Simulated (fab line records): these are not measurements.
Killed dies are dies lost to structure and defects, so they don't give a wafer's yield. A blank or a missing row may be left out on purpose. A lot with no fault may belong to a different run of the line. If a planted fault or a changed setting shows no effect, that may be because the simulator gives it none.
A lot that was struck, set against a sound lot | flow rit cmos | 15 steps out of a route of 202
Sound: the wafers L355.3, L355.4, L355.6. Struck: wafers L357.2, L357.3, L357.5. The cause is given at the end.
At each step with rows: each side's tool, then ch and its chambers, then its first start. Under that, the readings that differ: sound wafers | struck wafers | difference of the means | sigmas: that difference in standard deviations of wafers without a fault.
alike: readings whose means differ by less than 2 such deviations, and words and numbers that are the same on both sides. not compared: withheld readings, readings that some wafer has no value for, bounds like >300 that may hide the same value, and numbers for which the record gives no deviation and whose values overlap.
A row with sigmas, a row that says differs or no value, or rows on one side alone: a step with any of these is where the two part. Numbers that have no deviation but don't overlap get no sigmas and don't part them. A reading that every wafer of one side lacks parts them only if that side has two wafers or more.

first, 4 steps without rows for these wafers: RIT_NRETRO_SOFTBAKE_02 (time 60 s); RIT_NRETRO_EXPOSE_03 (exposes mask M4, target cd 43900 nm); RIT_NRETRO_PEB_04; RIT_NRETRO_DEVELOP_05 (develop time 68 s).
RIT_NRETRO_OVL_MEAS_06:
  sound on overlay-01 at day 3 15:59; struck on overlay-02 at day 4 02:48
  alike: NRETRO_OVL
then, 2 steps without rows for these wafers: RIT_NRETRO_HARDBAKE_07 (time 120 s); RIT_NRETRO_IMPLANT_08.
RIT_NRETRO_STRIP_09: strips in O2, time 180 s.
  sound on plasma asher-02 ch 0,1, day 3 16:28; struck on plasma asher-03 ch 0,1, day 4 03:14
  alike: drypump motor current A
  not compared: rf hours counter h
RIT_NRETRO_TW_MEAS_10:
  sound on film metro-02 at day 3 16:36; struck on film metro-03 at day 4 03:25
  alike: NRETRO_TW
then, 3 steps without rows for these wafers: RIT_PRETRO_HMDS_00 (prime time 60 s); RIT_PRETRO_COAT_01 (resist thk 1300 nm); RIT_PRETRO_SOFTBAKE_02 (time 60 s).
RIT_PRETRO_EXPOSE_03: exposes mask M5, target cd 43700 nm.
  sound on iline stepper-01 ch 0, day 3 17:15; struck on iline stepper-01 ch 0, day 4 04:04
  reading | sound          | struck                  | difference | sigmas
  mask    | M5#0 M5#0 M5#0 | M5_R1#0 M5_R1#0 M5_R1#0 | differs    |
then, 1 step without rows for these wafers: RIT_PRETRO_PEB_04.
RIT_M1_PROBE_99:
  sound on prober-01 at day 4 23:14; struck on prober-01 at day 5 14:10
  reading                                    | sound               | struck               | difference | sigmas
  model.etest.retro edge nmos.off log10 a um | -9.75 -9.824 -9.799 | -8.098 -7.782 -7.782 | +1.904     |
  alike: killed at front end, killed dies, killed open, killed short

## WHERE THEY PART
Only at RIT_PRETRO_EXPOSE_03, as far as this record shows. Later steps at which nothing parts them and some readings are alike: RIT_M1_PROBE_99.

WHY: what had been put in by the simulator
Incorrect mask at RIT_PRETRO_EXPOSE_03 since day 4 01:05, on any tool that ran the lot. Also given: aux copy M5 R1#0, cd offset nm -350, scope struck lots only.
